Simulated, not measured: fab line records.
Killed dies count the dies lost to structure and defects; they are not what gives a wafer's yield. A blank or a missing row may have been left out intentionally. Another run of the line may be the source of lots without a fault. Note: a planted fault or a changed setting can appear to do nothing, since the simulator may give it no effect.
Check for tools in common :: flow berkeley_cmos170 :: Sample size 16 lots and 48 wafers

## WHY THIS WAS OPENED
Of 16 lots, 4 have the reading PFIELD_TW flagged at UCB170_PFIELD_TW_MEAS_09. Fault-free wafers read 604, with a standard deviation of 5.8.
Rule: flag the lot when none of its wafers has a number, or when each of its wafers that has one lies beyond 4 standard deviations from that mean. The rest of the lots are taken to be sound.

lot: L844
measured: day 4 23:17
on: film_metro-03
PFIELD_TW, wafer by wafer: 600 598 600
flag: 

lot: L845
measured: day 5 07:56
on: film_metro-01
PFIELD_TW, wafer by wafer: 611 610 610
flag: 

lot: L846
measured: day 5 13:16
on: film_metro-04
PFIELD_TW, wafer by wafer: 601 605 605
flag: 

lot: L847
measured: day 5 13:22
on: film_metro-04
PFIELD_TW, wafer by wafer: 602 605 608
flag: 

lot: L850
measured: day 5 20:46
on: film_metro-03
PFIELD_TW, wafer by wafer: 597 596 597
flag: 

lot: L848
measured: day 5 21:02
on: film_metro-04
PFIELD_TW, wafer by wafer: 601 604 604
flag: 

lot: L849
measured: day 5 21:20
on: film_metro-01
PFIELD_TW, wafer by wafer: 611 609 609
flag: 

lot: L852
measured: day 6 20:20
on: film_metro-01
PFIELD_TW, wafer by wafer: 612 613 614
flag: 

lot: L851
measured: day 6 20:35
on: film_metro-04
PFIELD_TW, wafer by wafer: 596 596 599
flag: 

lot: L853
measured: day 7 06:11
on: film_metro-04
PFIELD_TW, wafer by wafer: 597 597 596
flag: 

lot: L854
measured: day 7 06:23
on: film_metro-01
PFIELD_TW, wafer by wafer: 610 611 610
flag: 

lot: L855
measured: day 7 06:38
on: film_metro-01
PFIELD_TW, wafer by wafer: 609 609 613
flag: 

lot: L856
measured: day 7 16:29
on: film_metro-01
PFIELD_TW, wafer by wafer: 1096 1082 1083
flag: FLAGGED

lot: L857
measured: day 7 16:30
on: film_metro-04
PFIELD_TW, wafer by wafer: 1069 1063 1064
flag: FLAGGED

lot: L858
measured: day 8 07:10
on: film_metro-04
PFIELD_TW, wafer by wafer: 1073 1080 1080
flag: FLAGGED

lot: L859
measured: day 8 15:46
on: film_metro-01
PFIELD_TW, wafer by wafer: 1080 1082 1081
flag: FLAGGED
The numbers of the flagged lots are 1078 on average: +474 against the usual, or +82 standard deviations.

## EACH LOT AND THE TOOL IT RAN ON
The record holds 1 process step before the reading, out of a route of 331 steps. Read each cell as the tool, then ch plus the chambers that the sampled wafers visited, then the start.
lot: L844
flag: 
UCB170_PFIELD_IMPLANT_07: implanter-03 ch 0, day 4 23:02

lot: L845
flag: 
UCB170_PFIELD_IMPLANT_07: implanter-03 ch 0, day 5 07:43

lot: L846
flag: 
UCB170_PFIELD_IMPLANT_07: implanter-01 ch 0, day 5 13:01

lot: L847
flag: 
UCB170_PFIELD_IMPLANT_07: implanter-03 ch 0, day 5 13:07

lot: L850
flag: 
UCB170_PFIELD_IMPLANT_07: implanter-01 ch 0, day 5 20:31

lot: L848
flag: 
UCB170_PFIELD_IMPLANT_07: implanter-03 ch 0, day 5 20:47

lot: L849
flag: 
UCB170_PFIELD_IMPLANT_07: implanter-01 ch 0, day 5 21:08

lot: L852
flag: 
UCB170_PFIELD_IMPLANT_07: implanter-04 ch 0, day 6 20:05

lot: L851
flag: 
UCB170_PFIELD_IMPLANT_07: implanter-01 ch 0, day 6 20:22

lot: L853
flag: 
UCB170_PFIELD_IMPLANT_07: implanter-01 ch 0, day 7 05:56

lot: L854
flag: 
UCB170_PFIELD_IMPLANT_07: implanter-03 ch 0, day 7 06:10

lot: L855
flag: 
UCB170_PFIELD_IMPLANT_07: implanter-01 ch 0, day 7 06:24

lot: L856
flag: FLAGGED
UCB170_PFIELD_IMPLANT_07: implanter-03 ch 0, day 7 16:16

lot: L857
flag: FLAGGED
UCB170_PFIELD_IMPLANT_07: implanter-04 ch 0, day 7 16:16

lot: L858
flag: FLAGGED
UCB170_PFIELD_IMPLANT_07: implanter-04 ch 0, day 8 06:55

lot: L859
flag: FLAGGED
UCB170_PFIELD_IMPLANT_07: implanter-03 ch 0, day 8 15:33
What the steps here do:
- UCB170_PFIELD_IMPLANT_07
- UCB170_PFIELD_TW_MEAS_09

## FLAGGED AGAINST TOTAL, ONE TOOL AT A TIME (gauges that did the reading follow at the end)
step: UCB170_PFIELD_IMPLANT_07
tool: implanter-01
lots run: 6
flagged: 0
share of the flagged lots: none
sound lots run after its first flagged lot: -

step: UCB170_PFIELD_IMPLANT_07
tool: implanter-03
lots run: 7
flagged: 2
share of the flagged lots: some
sound lots run after its first flagged lot: 0

step: UCB170_PFIELD_IMPLANT_07
tool: implanter-04
lots run: 3
flagged: 2
share of the flagged lots: some
sound lots run after its first flagged lot: 0

step: UCB170_PFIELD_TW_MEAS_09
tool: film_metro-01
lots run: 7
flagged: 2
share of the flagged lots: some
sound lots run after its first flagged lot: 0

step: UCB170_PFIELD_TW_MEAS_09
tool: film_metro-03
lots run: 2
flagged: 0
share of the flagged lots: none
sound lots run after its first flagged lot: -

step: UCB170_PFIELD_TW_MEAS_09
tool: film_metro-04
lots run: 7
flagged: 2
share of the flagged lots: some
sound lots run after its first flagged lot: 0

## WHAT THE TABLE PERMITS
No row of the table ran every flagged lot.

## WHAT WAS PUT IN BY THE SIMULATOR
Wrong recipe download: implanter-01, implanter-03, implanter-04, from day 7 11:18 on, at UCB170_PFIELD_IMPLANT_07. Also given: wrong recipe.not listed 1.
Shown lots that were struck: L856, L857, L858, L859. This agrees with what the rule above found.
